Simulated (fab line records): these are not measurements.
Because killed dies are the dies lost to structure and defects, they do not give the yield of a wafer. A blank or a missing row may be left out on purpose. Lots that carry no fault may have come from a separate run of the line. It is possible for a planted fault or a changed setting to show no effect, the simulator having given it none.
Comparing a struck lot with a sound one ; flow rit cmos ; 32 out of 202 route steps
Sound: these wafers, L625.1, L625.3, L625.6. The struck wafers were L615.1, L615.3, L615.6. The cause comes at the end.
Each step with rows lists, per side, the tool, then ch with its chambers, then its first start. Under that, the readings that differ: sound wafers ; struck wafers ; difference of the means ; sigmas: that difference in standard deviations of wafers without a fault.
alike: a reading whose means differ by less than 2 such deviations, as well as words and numbers matching on both sides. not compared: withheld readings; readings where some wafer has no value; bounds like >300 that might hide an equal value; numbers whose values overlap and for which the record gives no deviation.
A row with sigmas, a row that says differs or no value, or rows on one side alone: a step with any of these is where the two part. When numbers do not overlap yet have no deviation, they are printed without sigmas and do not part them. A reading that every wafer of one side lacks parts them only if that side has two wafers or more.

RIT_NRETRO_TW_MEAS_10:
  sound on film metro-03, day 6 14:41; struck on film metro-04, day 4 12:29
reading;sound;struck;difference;sigmas
NRETRO_TW;1028 1033 1028;1052 1052 1053;+23;+2
then, 6 steps without rows for these wafers: RIT_PRETRO_HMDS_00 (prime time 60 s); RIT_PRETRO_COAT_01 (resist thk 1300 nm); RIT_PRETRO_SOFTBAKE_02 (time 60 s); RIT_PRETRO_EXPOSE_03 (exposes mask M5, target cd 43700 nm); RIT_PRETRO_PEB_04; RIT_PRETRO_DEVELOP_05 (develop time 68 s).
RIT_PRETRO_OVL_MEAS_06:
  sound on overlay-01, day 6 15:45; struck on overlay-02, day 4 13:33
  alike: PRETRO_OVL
then, 2 steps without rows for these wafers: RIT_PRETRO_HARDBAKE_07 (time 120 s); RIT_PRETRO_IMPLANT_08.
RIT_PRETRO_STRIP_09: strips in O2, time 180 s.
  sound on plasma asher-01 ch 0, day 6 16:11; struck on plasma asher-02 ch 0,1, day 4 13:59
  alike: chamber pressure mTorr, drypump motor current A, rf refl power W
  not compared: rf hours counter h
RIT_PRETRO_TW_MEAS_10:
  sound on film metro-03, day 6 16:22; struck on film metro-01, day 4 14:10
  alike: PRETRO_TW
RIT_GATE_WET_ETCH_00: etches SiO2 in BOE, target depth 56 nm, time 60 s.
  sound on wet bench-04 ch 0, day 6 16:25; struck on wet bench-02 ch 2, day 4 14:13
reading;sound;struck;difference;sigmas
run length s (s);85 85 85;58 58 58;-27;-8
model.SiO2_of_FOX2_OXIDATION_00.thk nm (nm);274.8 275.9 279.6;304.8 299.3 301.2;+25.0;
then, 4 steps without rows for these wafers: RIT_GATE_CLEAN_01 (cleans in SC1, time 600 s); RIT_GATE_CLEAN_02 (cleans in dHF, time 30 s); RIT_GATE_CLEAN_03 (cleans in SC2, time 600 s); RIT_GATE_CLEAN_04 (cleans in dHF, time 60 s).
RIT_FOX2_THK_MEAS_91:
  sound on film metro-04, day 6 16:50; struck on film metro-04, day 4 14:38
reading;sound;struck;difference;sigmas
FIELD_OXIDE_LEFT_2_THK (nm);263 264 268;293 287 289;+25;+4
then, 9 steps without rows for these wafers: RIT_GATE_OXIDATION_05 (target thk 3 nm, ox time 270 s); RIT_GATE_ANNEAL_06 (time 600 s); RIT_GATE_CVD_08 (deposits poly-Si from SiH4, target thk 250 nm, time 2220 s); RIT_GATE_HMDS_10 (prime time 60 s); RIT_GATE_COAT_11 (resist thk 850 nm); RIT_GATE_SOFTBAKE_12 (time 60 s); RIT_GATE_EXPOSE_13 (exposes mask M6, target cd 150 nm); RIT_GATE_PEB_14; RIT_GATE_DEVELOP_15 (develop time 50 s).
RIT_GATE_CD_MEAS_16: the cd target is 150 nm.
  sound on cd sem-02, day 6 21:05; struck on cd sem-02, day 4 19:14
  alike: cd nm
RIT_GATE_OVL_MEAS_17:
  sound on overlay-02, day 6 21:13; struck on overlay-01, day 4 19:22
  alike: GATE_OVL
then, 1 step without rows for these wafers: RIT_GATE_HARDBAKE_18 (time 60 s).
RIT_GATE_ETCH_19: etches poly-Si in SF6/CHF3/O2, stops on SiO2, time 165 s, target depth 312.5 nm.
  sound on rie si-02 ch 0,1,3, day 6 21:24; struck on rie si-02 ch 2,3, day 4 19:33
reading;sound;struck;difference;sigmas
model.SiO2_of_FOX2_OXIDATION_00.thk nm (nm);251.9 253.3 256.8;282.2 276.4 278.4;+25.0;
  alike: O2_flow_sccm, chamber pressure mTorr, drypump motor current A, oes product au, rf fwd power W, run length s, throttle valve pct
  not compared: rf hours counter h
RIT_GATE_STRIP_20: strips in O2, time 180 s.
  sound on plasma asher-03 ch 0,1, day 6 21:30; struck on plasma asher-04 ch 1, day 4 19:40
reading;sound;struck;difference;sigmas
drypump motor current A (A);6.5 5.6 6.6;4.7 4.7 4.7;-1.5;-2
rf refl power W (W);5.2 6.9 5.2;8.1 7.9 8.2;+2.3;+2
  alike: chamber pressure mTorr
  not compared: rf hours counter h

WHERE THEY PART
Last at RIT_GATE_STRIP_20 as far as this record goes, first at RIT_NRETRO_TW_MEAS_10.

WHY: the cause the simulator had injected
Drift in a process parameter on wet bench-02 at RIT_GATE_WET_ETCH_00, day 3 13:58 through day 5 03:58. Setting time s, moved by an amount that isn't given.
